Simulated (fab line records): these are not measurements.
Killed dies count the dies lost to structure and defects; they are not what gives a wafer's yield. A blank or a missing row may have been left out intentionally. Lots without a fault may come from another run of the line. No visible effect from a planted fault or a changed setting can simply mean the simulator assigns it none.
fab line records -- flow rit_cmos
record lots=7, wafers=21, last_day=7
route steps=202 shown ACTIVE@1 M1@202
lots untouched by any fault: they come from a run of this same line in which no faults occurred
start_h: hours from the record's opening day to when the first of the lot's shown wafers began -- wait_h: time in hours since the lot's previous step -- " as in the row above -- L1.1+2: several wafers, shown together as one row -- - either no value or no given start -- * or withheld: withheld -- < > ~ a bound
route shown NAME@n: a module of which the file shows steps, and the number in the route of the first -- usual: mean and standard deviation over wafers with no fault -- same: alike in all rows -- chamber/n: place in a boat -- sites: per-site readings -- _std_site: their standard deviation -- _edge_site: the outer-site mean with the inner-site mean subtracted -- radius_mm: for every site, how far away it sits from the centre of the wafer -- mask NAME#n: copy n -- behind: the tool/chamber that last shaped the wafer -- hold: cause of the lot's hold/its duration in hours/its outcome -- device: the n, p or np transistor that did not switch -- end of line: the same wafers' tests at the end of the route -- a step given without rows: its recipe and nothing more -- killed: dies lost to structure and defects at the first sort, not the wafer's yield -- map: a wafer's dies, marking killed ones x, the rest . and places with no die _
set.NAME: setting as actually run; set.NAME@STEP: the setting as run at that earlier step -- model.NAME: the simulator's own value behind a step, which no gauge read
a table for each step, a row for each wafer; lots at some steps of the route
services: when a tool's chamber went out of use (start_h, in hours from the record's first day, below 0 if earlier), for how many hours, and the reason
## steps
# step RIT_ACTIVE_BOW_MEAS_00
# recipe mode=bow
# usual INCOMING_BOW=0/6
lot.wafer,tool,chamber,start_h,wait_h,INCOMING_BOW[um]
L149.1,film_metro-04,-,15.00,-,0
L149.4,film_metro-04,-,15.00,-,-1
L149.5,film_metro-04,-,15.00,-,2
L150.1,film_metro-01,-,20.00,-,-10
L150.5,film_metro-01,-,20.00,-,3
L150.6,film_metro-01,-,20.00,-,-2
L160.1,film_metro-03,-,70.00,-,-4
L160.2,film_metro-03,-,70.00,-,-1
L160.3,film_metro-03,-,70.00,-,5
L164.1,film_metro-01,-,90.00,-,7
L164.2,film_metro-01,-,90.00,-,1
L164.5,film_metro-01,-,90.00,-,1
L165.3,film_metro-04,-,95.04,-,-2
L165.5,film_metro-04,-,95.04,-,8
L165.6,film_metro-04,-,95.04,-,7
L166.2,film_metro-03,-,100.02,-,-2
L166.5,film_metro-03,-,100.02,-,4
L166.6,film_metro-03,-,100.02,-,-10
L167.1,film_metro-01,-,105.00,-,-5
L167.4,film_metro-01,-,105.00,-,11
L167.5,film_metro-01,-,105.00,-,8
# step RIT_ACTIVE_OXIDATION_01
# recipe temp_c=1009, ambient=O2, target_thk_a=468, ox_time_s=3360
# step RIT_ACTIVE_THK_MEAS_02
# recipe reads=SiO2_of_ACTIVE_OXIDATION_01
# usual ACTIVE_OXIDE_THK=51.3/0.77
lot.wafer,tool,chamber,start_h,wait_h,ACTIVE_OXIDE_THK[nm]
L149.1,film_metro-04,-,18.21,0.0,50.7
L149.4,film_metro-04,-,18.21,0.0,50.4
L149.5,film_metro-04,-,18.21,0.0,49.9
L150.1,film_metro-01,-,22.05,0.0,50.5
L150.5,film_metro-01,-,22.05,0.0,51.3
L150.6,film_metro-01,-,22.05,0.0,50.7
L160.1,film_metro-04,-,72.05,0.0,51.0
L160.2,film_metro-04,-,72.05,0.0,51.2
L160.3,film_metro-04,-,72.05,0.0,51.6
L164.1,film_metro-03,-,94.25,0.0,51.3
L164.2,film_metro-03,-,94.25,0.0,51.4
L164.5,film_metro-03,-,94.25,0.0,50.6
L165.3,film_metro-03,-,98.36,0.0,51.7
L165.5,film_metro-03,-,98.36,0.0,51.9
L165.6,film_metro-03,-,98.36,0.0,51.7
L166.2,film_metro-04,-,103.92,0.0,51.2
L166.5,film_metro-04,-,103.92,0.0,51.5
L166.6,film_metro-04,-,103.92,0.0,51.7
L167.1,film_metro-03,-,107.21,0.0,49.8
L167.4,film_metro-03,-,107.21,0.0,49.8
L167.5,film_metro-03,-,107.21,0.0,49.3
# step RIT_ACTIVE_CVD_03
# recipe material=Si3N4, target_thk_nm=150, temp_c=810, precursor=SiH2Cl2/NH3, time_s=1500, pressure_mtorr=300, sih2cl2_flow_sccm=60, nh3_flow_sccm=150
# step RIT_ACTIVE_THK_MEAS_04
# recipe reads=Si3N4_of_ACTIVE_CVD_03
# usual ACTIVE_NITRIDE_THK=151.2/1.4
lot.wafer,tool,chamber,start_h,wait_h,ACTIVE_NITRIDE_THK[nm]
L149.1,film_metro-04,-,19.68,0.0,153.9
L149.4,film_metro-04,-,19.68,0.0,152.4
L149.5,film_metro-04,-,19.68,0.0,152.9
L150.1,film_metro-01,-,23.53,0.0,150.4
L150.5,film_metro-01,-,23.53,0.0,151.5
L150.6,film_metro-01,-,23.53,0.0,151.0
L160.1,film_metro-01,-,73.53,0.0,149.8
L160.2,film_metro-01,-,73.53,0.0,149.8
L160.3,film_metro-01,-,73.53,0.0,150.5
L164.1,film_metro-03,-,95.73,0.0,150.4
L164.2,film_metro-03,-,95.73,0.0,150.0
L164.5,film_metro-03,-,95.73,0.0,151.1
L165.3,film_metro-01,-,99.84,0.0,151.0
L165.5,film_metro-01,-,99.84,0.0,151.1
L165.6,film_metro-01,-,99.84,0.0,152.0
L166.2,film_metro-03,-,105.40,0.0,147.8
L166.5,film_metro-03,-,105.40,0.0,149.9
L166.6,film_metro-03,-,105.40,0.0,150.0
L167.1,film_metro-01,-,108.68,0.0,151.5
L167.4,film_metro-01,-,108.68,0.0,153.6
L167.5,film_metro-01,-,108.68,0.0,152.8
# step RIT_ACTIVE_HMDS_05
# recipe prime_time_s=60, prime_temp_c=140
# step RIT_ACTIVE_COAT_06
# recipe resist=NOVOLAK, spin_rpm=3250, resist_thk_nm=1007
# step RIT_ACTIVE_SOFTBAKE_07
# recipe resist=NOVOLAK, temp_c=90, time_s=60
# step RIT_ACTIVE_EXPOSE_08
# recipe mask_id=M1, na=0.6, source_shape=conventional, sigma_outer=0.6, target_cd_nm=1400, dose_mj=225
# usual exposure_dose_mJ_cm2=225.49/0.22
lot.wafer,tool,chamber,start_h,wait_h,mask,exposure_dose_mJ_cm2
L149.1,iline_stepper-01,0,20.32,0.2,M1#0,225.59
L149.4,iline_stepper-01,0,20.32,0.2,M1#0,225.42
L149.5,iline_stepper-01,0,20.32,0.2,M1#0,225.69
L150.1,iline_stepper-02,0,24.16,0.2,M1#0,225.31
L150.5,iline_stepper-02,0,24.16,0.2,M1#0,225.39
L150.6,iline_stepper-02,0,24.16,0.2,M1#0,225.37
L160.1,iline_stepper-01,0,74.04,0.1,M1#0,225.68
L160.2,iline_stepper-01,0,74.04,0.1,M1#0,225.68
L160.3,iline_stepper-01,0,74.04,0.1,M1#0,225.38
L164.1,iline_stepper-01,0,96.24,0.1,M1#0,204.15
L164.2,iline_stepper-01,0,96.24,0.1,M1#0,204.44
L164.5,iline_stepper-01,0,96.24,0.1,M1#0,203.57
L165.3,iline_stepper-01,0,100.36,0.1,M1#0,208.93
L165.5,iline_stepper-01,0,100.36,0.1,M1#0,209.31
L165.6,iline_stepper-01,0,100.36,0.1,M1#0,209.19
L166.2,iline_stepper-02,0,106.05,0.2,M1#0,225.38
L166.5,iline_stepper-02,0,106.05,0.2,M1#0,225.40
L166.6,iline_stepper-02,0,106.05,0.2,M1#0,225.75
L167.1,iline_stepper-01,0,109.34,0.2,M1#0,212.66
L167.4,iline_stepper-01,0,109.34,0.2,M1#0,212.66
L167.5,iline_stepper-01,0,109.34,0.2,M1#0,212.47
# step RIT_ACTIVE_PEB_09
# recipe resist=NOVOLAK, temp_c=withheld, time_s=withheld
# step RIT_ACTIVE_DEVELOP_10
# recipe resist=NOVOLAK, develop_time_s=50, dev_temp_c=23
# step RIT_ACTIVE_CD_MEAS_11
# recipe target_cd_nm=1400
# usual cd_nm=1399.7/2.4
lot.wafer,tool,chamber,start_h,wait_h,cd_nm
L149.1,cd_sem-01,-,20.72,-,1393.8
L149.4,cd_sem-01,-,20.72,-,1394.7
L149.5,cd_sem-01,-,20.72,-,1394.5
L150.1,cd_sem-01,-,24.56,-,1400.5
L150.5,cd_sem-01,-,24.56,-,1401.7
L150.6,cd_sem-01,-,24.56,-,1399.7
L160.1,cd_sem-02,-,74.44,-,1396.4
L160.2,cd_sem-02,-,74.44,-,1398.0
L160.3,cd_sem-02,-,74.44,-,1394.1
L164.1,cd_sem-01,-,96.64,-,1423.6
L164.2,cd_sem-01,-,96.64,-,1423.5
L164.5,cd_sem-01,-,96.64,-,1423.1
L165.3,cd_sem-01,-,100.77,-,1423.4
L165.5,cd_sem-01,-,100.77,-,1422.1
L165.6,cd_sem-01,-,100.77,-,1422.8
L166.2,cd_sem-01,-,106.49,-,1404.6
L166.5,cd_sem-01,-,106.49,-,1403.3
L166.6,cd_sem-01,-,106.49,-,1399.7
L167.1,cd_sem-02,-,109.74,-,1416.9
L167.4,cd_sem-02,-,109.74,-,1419.5
L167.5,cd_sem-02,-,109.74,-,1418.5
# step RIT_ACTIVE_HARDBAKE_12
# recipe resist=NOVOLAK, temp_c=140, time_s=60
# step RIT_ACTIVE_ETCH_13
# recipe stop_on=SiO2, chemistry=SF6, target=Si3N4, time_s=210, over_etch_frac=0.4, SF6_flow_sccm=200, pressure_mtorr=260, rf_w=125, target_depth_a=2100
# usual chamber_pressure_mTorr=260.00/0.24, drypump_motor_current_A=5.7/0.56, oes_product_au=0.825/0.011, throttle_valve_pct=7.53/0.12
lot.wafer,tool,chamber,start_h,wait_h,chamber_pressure_mTorr,drypump_motor_current_A,oes_product_au,rf_hours_counter_h,throttle_valve_pct,model.ACTIVE.cd_nm
L149.1,rie_diel-02,0,20.99,0.1,260.45,5.6,0.830,25,7.61,1394
L149.4,rie_diel-02,1,20.99,0.1,260.10,4.9,0.818,102,7.55,1395
L149.5,rie_diel-02,2,20.99,0.1,260.34,6.5,0.825,-,7.55,1394
L150.1,rie_diel-02,0,24.83,0.1,260.12,5.6,0.816,25,7.62,1401
L150.5,rie_diel-02,1,24.83,0.1,259.95,4.9,0.818,-,7.55,1402
L150.6,rie_diel-02,2,24.83,0.1,260.14,6.5,0.823,-,7.55,1399
L160.1,rie_diel-03,3,74.71,0.1,259.76,5.0,0.830,24,7.68,1397
L160.2,rie_diel-03,1,74.71,0.1,259.84,6.4,0.805,34,7.49,1398
L160.3,rie_diel-03,2,74.71,0.1,260.07,6.3,0.821,54,7.42,1394
L164.1,rie_diel-01,1,96.91,0.1,259.73,5.1,0.819,100,7.52,1424
L164.2,rie_diel-01,0,96.91,0.1,260.47,5.1,0.828,79,7.38,1423
L164.5,rie_diel-01,0,96.91,0.1,259.80,5.2,0.832,-,7.37,1423
L165.3,rie_diel-03,3,101.03,0.1,260.22,5.0,0.817,24,7.67,1423
L165.5,rie_diel-03,0,101.03,0.1,260.33,5.3,0.841,-,7.62,1422
L165.6,rie_diel-03,1,101.03,0.1,259.89,6.4,0.807,-,7.50,1423
L166.2,rie_diel-03,3,106.74,0.1,260.16,5.0,0.807,24,7.66,-
L166.5,rie_diel-03,0,106.74,0.1,260.20,5.3,0.841,-,7.63,1403
L166.6,rie_diel-03,3,106.74,0.1,259.88,5.0,0.831,-,7.65,1400
L167.1,rie_diel-01,2,110.01,0.1,259.82,5.7,0.832,107,7.66,1417
L167.4,rie_diel-01,0,110.01,0.1,260.39,5.2,0.839,79,7.40,1419
L167.5,rie_diel-01,1,110.01,0.1,259.70,5.2,0.815,-,7.52,1419
# step RIT_ACTIVE_STRIP_14
# recipe chemistry=O2, time_s=180, resist=NOVOLAK, platen_temp_c=withheld, power_w=500, pressure_mtorr=4000, o2_flow_sccm=4000
# usual chamber_pressure_mTorr=4000/3.7, drypump_motor_current_A=5.9/0.32
lot.wafer,tool,chamber,start_h,wait_h,chamber_pressure_mTorr,drypump_motor_current_A,rf_hours_counter_h
L149.1,plasma_asher-01,1,21.12,0.1,3992,5.8,38
L149.4,plasma_asher-01,1,21.12,0.1,3998,5.8,-
L149.5,plasma_asher-01,0,21.12,0.1,3997,5.7,-
L150.1,plasma_asher-01,0,24.97,0.1,4001,5.7,39
L150.5,plasma_asher-01,1,24.97,0.1,4003,5.7,-
L150.6,plasma_asher-01,0,24.97,0.1,4005,5.7,-
L160.1,plasma_asher-01,1,74.84,0.1,3998,5.7,44
L160.2,plasma_asher-01,0,74.84,0.1,3996,5.7,44
L160.3,plasma_asher-01,0,74.84,0.1,3993,5.7,-
L164.1,plasma_asher-03,1,97.04,0.1,3999,6.1,42
L164.2,plasma_asher-03,0,97.04,0.1,3997,6.2,42
L164.5,plasma_asher-03,1,97.04,0.1,4008,6.1,-
L165.3,plasma_asher-04,0,101.23,0.1,4000,6.1,-
L165.5,plasma_asher-04,1,101.23,0.1,4001,5.3,-
L165.6,plasma_asher-04,0,101.23,0.1,3992,6.1,-
L166.2,plasma_asher-01,1,106.87,0.1,4003,5.8,47
L166.5,plasma_asher-01,1,106.87,0.1,4004,5.8,-
L166.6,plasma_asher-01,0,106.87,0.1,3993,5.6,-
L167.1,plasma_asher-03,0,110.14,0.1,3999,6.1,44
L167.4,plasma_asher-03,1,110.14,0.1,4001,6.1,-
L167.5,plasma_asher-03,0,110.14,0.1,4009,6.2,-
# step RIT_M1_PROBE_99
# usual killed_at_M0_to_M3=0.0/0.25, killed_at_front_end=7/3.4, killed_dies=7/3.4, killed_open=3.7/2.2, killed_short=3.6/2.2
# same gross_dies=264, killed_at_M4_up=0, killed_at_back_side=0, killed_at_contacts=0, killed_at_other=0
lot.wafer,tool,chamber,start_h,wait_h,killed_at_M0_to_M3,killed_at_front_end,killed_dies,killed_open,killed_short
L149.1,prober-01,-,65.86,0.1,0,4,4,1,3
L149.4,prober-01,-,66.01,0.2,0,7,7,3,4
L149.5,prober-01,-,66.06,0.2,0,7,7,6,1
L150.1,prober-01,-,68.58,0.1,0,6,6,2,4
L150.5,prober-01,-,68.78,0.2,0,3,3,1,2
L150.6,prober-01,-,68.83,0.2,0,6,6,4,2
L160.1,prober-02,-,131.71,0.1,0,8,8,4,4
L160.2,prober-02,-,131.76,0.1,0,6,6,3,3
L160.3,prober-02,-,131.81,0.2,0,8,8,4,4
L165.3,prober-02,-,147.59,0.2,0,11,11,7,4
L165.5,prober-02,-,147.69,0.2,0,10,10,7,3
L165.6,prober-02,-,147.74,0.2,0,7,7,3,4
L164.1,prober-01,-,149.68,0.1,0,5,5,3,2
L164.2,prober-01,-,149.73,0.1,0,4,4,2,2
L164.5,prober-01,-,149.88,0.2,0,7,7,3,4
L166.2,prober-02,-,151.43,0.1,2,8,10,6,2
L166.5,prober-02,-,151.58,0.2,0,8,8,4,4
L166.6,prober-02,-,151.63,0.2,0,5,5,1,3
L167.1,prober-01,-,158.13,0.1,0,6,6,3,3
L167.4,prober-01,-,158.28,0.2,0,5,5,3,2
L167.5,prober-01,-,158.33,0.2,0,9,9,4,5
# killed by level:class
L149.1 FOX1:geometric_particle:short=1 GATE:geometric_particle:short=1 SILICIDE:geometric_particle:open=1 SILICIDE:geometric_particle:short=1
L149.4 REOX:geometric_particle:short=2 FOX1:geometric_particle:open=1 FOX1:geometric_particle:short=1 FOX2:geometric_particle:open=1 GATE:geometric_particle:short=1 REOX:geometric_particle:open=1
L149.5 GATE:geometric_particle:open=3 FOX1:geometric_particle:open=2 SILICIDE:geometric_particle:open=1 SILICIDE:geometric_particle:short=1
L150.1 GATE:geometric_particle:short=2 FOX2:geometric_particle:short=1 SPACER:geometric_particle:short=1 SPACER:geometric_particle:open=1 SILICIDE:geometric_particle:open=1
L150.5 FOX1:geometric_particle:short=1 GATE:geometric_particle:open=1 SILICIDE:geometric_particle:short=1
L150.6 GATE:geometric_particle:open=4 FOX2:geometric_particle:short=1 SILICIDE:geometric_particle:short=1
L160.1 FOX1:geometric_particle:short=1 FOX1:geometric_particle:open=1 FOX2:geometric_particle:open=1 GATE:geometric_particle:short=1 REOX:geometric_particle:open=1 SPACER:geometric_particle:short=1 SPACER:geometric_particle:open=1 SILICIDE:geometric_particle:short=1
L160.2 SPACER:geometric_particle:open=2 ACTIVE:geometric_particle:short=1 GATE:geometric_particle:short=1 GATE:geometric_particle:open=1 SPACER:geometric_particle:short=1
L160.3 FOX1:geometric_particle:open=2 FOX1:geometric_particle:short=1 FOX2:geometric_particle:short=1 FOX2:geometric_particle:open=1 REOX:geometric_particle:open=1 SPACER:geometric_particle:short=1 SILICIDE:geometric_particle:short=1
L165.3 SPACER:geometric_particle:open=4 SILICIDE:geometric_particle:short=2 SILICIDE:geometric_particle:open=2 FOX1:geometric_particle:short=1 FOX2:geometric_particle:open=1 REOX:geometric_particle:short=1
L165.5 GATE:geometric_particle:open=5 FOX2:geometric_particle:short=1 FOX2:geometric_particle:open=1 REOX:geometric_particle:short=1 SPACER:geometric_particle:open=1 SILICIDE:geometric_particle:short=1
L165.6 GATE:geometric_particle:open=2 SILICIDE:geometric_particle:short=2 REOX:geometric_particle:short=1 REOX:geometric_particle:open=1 SPACER:geometric_particle:short=1
L164.1 GATE:geometric_particle:open=2 ACTIVE:geometric_particle:open=1 ACTIVE:geometric_particle:short=1 SILICIDE:geometric_particle:short=1
L164.2 FOX2:geometric_particle:short=1 GATE:geometric_particle:short=1 REOX:geometric_particle:open=1 SILICIDE:geometric_particle:open=1
L164.5 GATE:geometric_particle:open=2 FOX1:geometric_particle:short=1 FOX1:geometric_particle:open=1 GATE:geometric_particle:short=1 REOX:geometric_particle:short=1 SPACER:geometric_particle:short=1
L166.2 REOX:geometric_particle:open=2 SILICIDE:geometric_particle:open=2 M1:coat_microbubble_printed=2 GATE:geometric_particle:short=1 GATE:geometric_particle:open=1 SPACER:geometric_particle:open=1 SILICIDE:geometric_particle:short=1
L166.5 GATE:geometric_particle:open=3 GATE:geometric_particle:short=2 FOX1:geometric_particle:short=1 SPACER:geometric_particle:open=1 SILICIDE:geometric_particle:short=1
L166.6 GATE:geometric_particle:short=3 FOX1:geometric_particle:open=1 NWELL:coat_microbubble_printed=1
L167.1 SPACER:geometric_particle:short=2 FOX1:geometric_particle:short=1 FOX1:geometric_particle:open=1 GATE:geometric_particle:open=1 SPACER:geometric_particle:open=1
L167.4 FOX2:geometric_particle:open=2 GATE:geometric_particle:short=1 SILICIDE:geometric_particle:open=1 SILICIDE:geometric_particle:short=1
L167.5 SILICIDE:geometric_particle:open=3 SPACER:geometric_particle:short=2 FOX1:geometric_particle:short=1 GATE:geometric_particle:short=1 SPACER:geometric_particle:open=1 SILICIDE:geometric_particle:short=1
## services
tool,chamber,start_h,hours,kind
iline_stepper-01,-,0.31,2.1,pm
iline_stepper-01,-,2.39,-,consumable_replace:lamp
iline_stepper-01,-,11.45,1.7,pm
plasma_asher-03,-,23.76,2.9,repair
iline_stepper-02,-,44.25,6.6,repair
rie_diel-01,3,46.11,3.0,repair
rie_diel-02,1,51.43,7.6,repair
rie_diel-02,2,64.91,4.1,repair
rie_diel-03,1,82.20,9.4,repair
iline_stepper-02,-,106.89,30.5,repair
plasma_asher-04,-,108.84,9.0,pm
plasma_asher-04,0,108.84,9.0,vent_cycle
plasma_asher-04,1,108.84,9.0,vent_cycle
## key
first_sign step=RIT_ACTIVE_EXPOSE_08, reading=exposure_dose_mJ_cm2, direction=down, sigmas=77, usual=225.49, struck=208.60
effect step=RIT_ACTIVE_CD_MEAS_11, reading=cd_nm, direction=up, sigmas=9.1, usual=1399.7, struck=1421.5, through=control_loop
model_effect step=RIT_ACTIVE_ETCH_13, value=ACTIVE.cd_nm, without=1399, struck=1422
met_at RIT_ACTIVE_EXPOSE_08
struck_wafers L164.1,L164.2,L164.5,L165.3,L165.5,L165.6,L167.1,L167.4,L167.5
tester_left_out L164,L165,L167
loop_trim step=RIT_ACTIVE_EXPOSE_08, setting=dose, lots=L165,L167
onset_between 74.04 96.24
fault kind=process_parameter_drift, tool=iline_stepper-01, chamber=-, onset_h=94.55, steps=RIT_ACTIVE_EXPOSE_08, channel=dose_mj, offset=-20.952, shape=step, acts_in=these_recipes_only, stated=225
# tester_left_out: of these lots the tester's yield and bins aren't shown, on N5 and GAA mostly nor the transistor test; their killed dies are dies lost to structure and defects alone, not to doping, threshold or leakage, so they don't give the yield
# loop_trim: a control loop set the setting to another value than it would have without faults
